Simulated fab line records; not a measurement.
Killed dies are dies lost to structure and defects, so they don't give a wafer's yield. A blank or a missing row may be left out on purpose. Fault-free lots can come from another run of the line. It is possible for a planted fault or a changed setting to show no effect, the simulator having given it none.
A single fault, viewed from 2 desks -- flow ritCmos -- each desk holds nothing but its own numbers, with what lay behind them at the end

AT THE METROLOGY DESK
What the gauges read, lot by lot, whatever tool the lot ran on: means of the sampled wafers that have a number. Any lot whose mean is over 4 standard deviations away from the usual mean is out of limits and marked OUT; that distance is given in the brackets.
Columns: A = SILICIDE_TI_RS at RIT_SILICIDE_RS_MEAS_02, usual 46.1 ohm/sq; B = CONTACT_TEOS_THK at RIT_CONTACT_THK_MEAS_01, usual 401 nm
lot,first seen here,A,B
L254,day 3 09:02,46.4,405
L255,day 3 16:19,46.3,404
L256,day 3 22:27,46.1,398
L257,day 4 04:03,46.0,400
L258,day 4 06:02,45.7,402
L259,day 4 13:54,45.8,400
L260,day 4 18:55,45.6,399
L261,day 4 21:15,46.4,404
L263,day 5 09:31,45.8,405
L270,day 6 16:26,46.2,343 (-12) OUT
L272,day 7 09:10,45.9,400
L274,day 7 17:07,46.1,396
L275,day 7 22:41,47.0,395
This desk finds L270 out of limits, with the earliest case on L270 at day 6 16:51 (CONTACT_TEOS_THK at RIT_CONTACT_THK_MEAS_01). L254, L255, L256, L257, L258, L259, L260, L261, L263, L272, L274, L275: within limits.

FOR THE TOOL OWNER'S DESK: pecvd-04
The tool's own readings at RIT_CONTACT_CVD_00 (deposits SiO2 from TEOS, target thk 400 nm, time 61 s): means of the sampled wafers that have a number, for each lot that ran on this tool. Any lot whose mean is over 4 standard deviations away from the usual mean is out of limits and marked OUT; that distance is given in the brackets.
Columns: A = heaterPowerW at RIT_CONTACT_CVD_00, usual 350 W
lot,first seen here,A
L255,day 3 16:40,339
L257,day 4 04:23,290
L259,day 4 14:16,348
L261,day 4 21:35,353
L270,day 6 16:48,333
Result from this desk: across the 5 lots, nothing is out of limits.

BROUGHT TOGETHER
The metrology desk could have raised an alarm at day 6 16:51, on L270.
The desk of the tool owner found nothing out of limits.
Tool owner's desk: L270 on record, inside its limits.
On pecvd-04, each named lot ran RIT_CONTACT_CVD_00.

WHAT THE SIMULATOR HAD INSERTED
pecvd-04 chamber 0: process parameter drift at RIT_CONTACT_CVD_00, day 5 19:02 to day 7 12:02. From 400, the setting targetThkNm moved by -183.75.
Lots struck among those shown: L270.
Hours from the fault's start to each desk's first reading out of limits: the metrology desk, 22.
